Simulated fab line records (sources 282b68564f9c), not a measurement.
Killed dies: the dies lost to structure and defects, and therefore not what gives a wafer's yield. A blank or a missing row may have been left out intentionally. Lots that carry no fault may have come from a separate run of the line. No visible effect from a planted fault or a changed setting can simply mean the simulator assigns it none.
Comparing a struck lot with a sound one / flow rit-cmos / 14 out of 202 route steps
Sound: these wafers, L944.3, L944.4, L944.6. The struck wafers were L956.2, L956.5, L956.6. At the end, the cause is stated.
Order at every step that has rows: each side's tool, ch and its chambers, its first start. Under that, the readings that differ: sound wafers / struck wafers / difference of the means / sigmas: that difference in standard deviations of wafers without a fault.
alike: readings whose means differ by less than 2 such deviations, and words and numbers that are the same on both sides. not compared: withheld readings, readings that some wafer has no value for, bounds like >300 that may hide the same value, and numbers for which the record gives no deviation and whose values overlap.
A row with sigmas, a row that says differs or no value, or rows on one side alone: a step with any of these is where the two part. Numbers that have no deviation but don't overlap get no sigmas and don't part them. A reading that every wafer of one side lacks parts them only if that side has two wafers or more.

first, 3 steps without rows for these wafers: RIT_GATE_CLEAN_02 (cleans in dHF, time 30 s); RIT_GATE_CLEAN_03 (cleans in SC2, time 600 s); RIT_GATE_CLEAN_04 (cleans in dHF, time 60 s).
RIT_FOX2_THK_MEAS_91:
  sound on film-metro-02, day 2 23:51; struck on film-metro-02, day 5 13:01
  alike: FIELD_OXIDE_LEFT_2_THK
then, 2 steps without rows for these wafers: RIT_GATE_OXIDATION_05 (target thk 3 nm, ox time 270 s); RIT_GATE_ANNEAL_06 (time 600 s).
RIT_GATE_THK_MEAS_07:
  sound on film-metro-03, day 3 01:14; struck on film-metro-04, day 5 16:46
  alike: GATE_OXIDE_THK
then, 1 step without rows for these wafers: RIT_GATE_CVD_08 (deposits poly-Si from SiH4, target thk 250 nm, time 2220 s).
RIT_GATE_THK_MEAS_09:
  sound on film-metro-04, day 3 02:55; struck on film-metro-04, day 5 18:26
  alike: GATE_POLY_THK
then, 3 steps without rows for these wafers: RIT_GATE_HMDS_10 (prime time 60 s); RIT_GATE_COAT_11 (resist thk 850 nm); RIT_GATE_SOFTBAKE_12 (time 60 s).
RIT_GATE_EXPOSE_13: exposes mask M6, target cd 150 nm.
  sound on iline-stepper-02 ch 0, day 3 03:32; struck on iline-stepper-02, day 5 19:05
  no value came back on the struck wafers for exposure-dose-mJ-cm2, focus-offset-nm (nm), reticle-temp-C (C); on the sound wafers exposure-dose-mJ-cm2 reads 380.5 379.5 380.2
  alike: mask
after that, 1 step had no rows for these wafers: RIT_GATE_PEB_14.

== WHERE THEY PART ==
At RIT_GATE_EXPOSE_13 and nowhere else, as far as this record goes.

WHY: whatever the simulator had introduced
Entire step skipped (iline-stepper-02, RIT_GATE_EXPOSE_13), from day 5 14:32 onward. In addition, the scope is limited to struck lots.
